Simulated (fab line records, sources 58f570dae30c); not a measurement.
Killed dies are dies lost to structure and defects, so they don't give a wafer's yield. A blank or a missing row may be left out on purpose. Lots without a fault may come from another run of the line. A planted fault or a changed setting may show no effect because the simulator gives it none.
Split-lot experiment | flow berkeley_cmos170 | 5 lots, 23 wafers read, on a route of 331 steps

THE SPLIT
At UCB170_START_OXIDATION_02 (target thk 20 nm, ox time 1800 s), the setting temp_c was moved away from the recipe's 950 C on 15 of the 23 wafers read, by -1.5% to +2.5%. The other wafers ran this setting at the recipe's value.

The file shows no step between the split and the reading.

THE READING
START_OXIDE_THK, in nm, at UCB170_START_THK_MEAS_03. Fault-free wafers of this fab line usually give 20.1 nm, standard deviation 0.35 nm.

wafer  | tool, chamber at the split | temp_c as run, C | against the recipe | START_OXIDE_THK, nm | against lot-mates on the recipe
L075.2 | -, -                       | 974              | +2.5%              | 25.1                | no lot-mate on the recipe
L075.3 | -, -                       | 974              | +2.5%              | 25.8                | no lot-mate on the recipe
L075.4 | -, -                       | 974              | +2.5%              | 25.6                | no lot-mate on the recipe
L075.5 | -, -                       | 974              | +2.5%              | 25.5                | no lot-mate on the recipe
L075.6 | -, -                       | 974              | +2.5%              | 25.6                | no lot-mate on the recipe
L076.1 | -, -                       | 950              | recipe             | 20.3                | -
L076.2 | -, -                       | 950              | recipe             | 20.3                | -
L076.3 | -, -                       | 950              | recipe             | 20.2                | -
L076.4 | -, -                       | 950              | recipe             | 20.3                | -
L076.5 | -, -                       | 950              | recipe             | 20.2                | -
L077.1 | -, -                       | 935.5            | -1.5%              | 16.8                | no lot-mate on the recipe
L077.2 | -, -                       | 935.5            | -1.5%              | 16.8                | no lot-mate on the recipe
L077.3 | -, -                       | 935.5            | -1.5%              | 16.6                | no lot-mate on the recipe
L077.4 | -, -                       | 935.5            | -1.5%              | 16.8                | no lot-mate on the recipe
L077.5 | -, -                       | 935.5            | -1.5%              | 16.8                | no lot-mate on the recipe
L081.1 | -, -                       | 967.9            | +1.9%              | 23.5                | no lot-mate on the recipe
L081.2 | -, -                       | 967.9            | +1.9%              | 23.9                | no lot-mate on the recipe
L081.4 | -, -                       | 967.9            | +1.9%              | 24.1                | no lot-mate on the recipe
L081.5 | -, -                       | 967.9            | +1.9%              | 24.0                | no lot-mate on the recipe
L081.6 | -, -                       | 967.9            | +1.9%              | 24.5                | no lot-mate on the recipe
L085.1 | furnace-01, 0              | 950              | recipe             | 19.8                | -
L085.2 | furnace-01, 0              | 950              | recipe             | 19.9                | -
L085.3 | furnace-01, 0              | 950              | recipe             | 19.8                | -

THE FIT
A straight line over all 23 wafers: START_OXIDE_THK changes by +2.14 nm for each +1% of temp_c; r = +1.00; the points scatter about the line by 0.24 nm.
Too few moved wafers have a lot-mate on the recipe to fit a line with each lot's own level taken away.

THE WHOLE CHAIN: every reading that the file lists as answering this split, in the file's order
step                      | what it does                     | reading                                                                            | change (the file's fit)              | r (the file's)
UCB170_START_OXIDATION_02 | target thk 20 nm, ox time 1800 s | SiO2_of_START_OXIDATION_02.thk_nm (the simulator's own value, which no gauge read) | +2.13 nm for each +1% of the setting | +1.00
UCB170_START_THK_MEAS_03  |                                  | START_OXIDE_THK                                                                    | +2.14 for each +1% of the setting    | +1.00

THE FILE'S OWN FIT
START_OXIDE_THK changes by +2.14 nm for each +1% of temp_c, r = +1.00.
